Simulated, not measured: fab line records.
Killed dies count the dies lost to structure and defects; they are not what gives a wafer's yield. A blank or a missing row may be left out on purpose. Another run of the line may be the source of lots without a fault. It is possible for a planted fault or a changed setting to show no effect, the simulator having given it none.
Which tool is to blame? | flow rit_cmos | 14 lots, 42 wafers sampled, at 2 steps of a route of 202

## WHAT THE GAUGES READ, wafer by wafer
No reading from a measuring or inspecting step in the record can be judged against a usual standard deviation.

## EACH LOT AND THE TOOL THAT RAN IT (in order: tool; ch and the chambers of the sampled wafers; start)
lot  | RIT_PSD_HARDBAKE_07              | RIT_M1_PROBE_99
L223 | litho_track-04 ch 0, day 3 06:43 | -
L224 | litho_track-03 ch 0, day 3 14:08 | -
L225 | litho_track-01 ch 0, day 3 17:44 | -
L227 | litho_track-01 ch 0, day 4 01:49 | -
L231 | litho_track-04 ch 0, day 4 23:40 | -
L232 | litho_track-01 ch 0, day 5 02:57 | -
L233 | litho_track-01 ch 0, day 5 04:37 | -
L234 | litho_track-03 ch 0, day 5 09:30 | -
L238 | litho_track-04 ch 0, day 6 08:37 | -
L239 | litho_track-04 ch 0, day 6 10:49 | -
L240 | litho_track-03 ch 0, day 6 18:15 | prober-02, day 7 03:42
L242 | litho_track-01 ch 0, day 7 04:24 | -
L245 | litho_track-03 ch 0, day 7 20:37 | -
L246 | litho_track-03 ch 0, day 8 00:21 | prober-01, day 8 08:43
- RIT_PSD_HARDBAKE_07: time 60 s.
- RIT_M1_PROBE_99

## AS READ BY THE TOOLS THEMSELVES (means over the sampled wafers that have a number; for cases with no such wafer, the mark the record gives instead)
RIT_PSD_HARDBAKE_07. Usual: chill_plate_temp_C 22.99 C, standard deviation 0.12; heater_power_total_W 62.55 W, standard deviation 0.045; plate_temp_C 140.01 C, standard deviation 0.14.
lot  | tool           | chill_plate_temp_C (C) | heater_power_total_W (W) | plate_temp_C (C) | flag
L223 | litho_track-04 | 22.98                  | 62.54                    | 139.89           |
L224 | litho_track-03 | 23.07                  | 62.54                    | 140.05           |
L225 | litho_track-01 | 23.05                  | 62.54                    | 140.15           |
L227 | litho_track-01 | 23.12                  | 62.58                    | 140.09           |
L231 | litho_track-04 | 22.97                  | 62.58                    | 139.89           |
L232 | litho_track-01 | 23.01                  | 62.56                    | 140.01           |
L233 | litho_track-01 | 22.97                  | 62.52                    | 140.00           |
L234 | litho_track-03 | 23.05                  | 62.53                    | 139.91           |
L238 | litho_track-04 | 23.05                  | 60.94                    | 137.14           | OFF
L239 | litho_track-04 | 23.04                  | 60.90                    | 137.25           | OFF
L240 | litho_track-03 | 22.85                  | 62.50                    | 140.13           |
L242 | litho_track-01 | 22.98                  | 62.52                    | 140.07           |
L245 | litho_track-03 | 22.97                  | 62.58                    | 140.10           |
L246 | litho_track-03 | 23.13                  | 62.55                    | 139.94           |

RIT_M1_PROBE_99. Usual: killed_at_M0_to_M3 0.0, standard deviation 0.23; killed_at_contacts 0.1, standard deviation 0.34; killed_at_front_end 6.9, standard deviation 2.8; killed_dies 7.1, standard deviation 2.8; killed_open 3.4, standard deviation 1.9; killed_short 3.6, standard deviation 1.7.
lot  | tool      | killed_at_M0_to_M3 | killed_at_contacts | killed_at_front_end | killed_dies | killed_open | killed_short | flag
L240 | prober-02 | 0.0                | 0.0                | 6.3                 | 6.3         | 2.7         | 3.7          |
L246 | prober-01 | 0.0                | 0.0                | 8.0                 | 8.0         | 3.0         | 5.0          |

## THE ANSWER, worked out from the rows above alone
Rule: take the mean of a lot's wafers that have a number; if it is more than 3 standard deviations from the usual mean, the lot is off. A lot without any number at a reading at which 4 lots or more have one is off too. The other lots that the step has rows for count as sound. First the gauges in route order, then the tools' own readings, where a lot's mean is used as printed above. At the first step where some lot is off, the reading lying furthest off is the one used; lots without a number count as furthest.
Off: L238, L239 (RIT_PSD_HARDBAKE_07, heater_power_total_W).
If a tool, at that step or one of the process steps before it, ran each lot that is off and ran no sound lot following the first of them, it fits. One candidate fits, namely litho_track-04 at RIT_PSD_HARDBAKE_07. A fault onset in the window from L231 (day 4 23:40, its last sound lot) to L238 (day 6 08:37, its first lot off) fits.
The tool's own readings at RIT_PSD_HARDBAKE_07 bear it out: on the lots that are off they differ by more than 5 times the standard deviation of the sound lots' means. heater_power_total_W reads 60.92 W there against 62.55 W on the sound lots; plate_temp_C reads 137.19 C there against 140.02 C on the sound lots.

## WHAT WAS PUT IN BY THE SIMULATOR
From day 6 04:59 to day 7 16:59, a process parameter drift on litho_track-04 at RIT_PSD_HARDBAKE_07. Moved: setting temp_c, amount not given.
Struck lots among those shown: L238, L239. This agrees with what the rule above found.
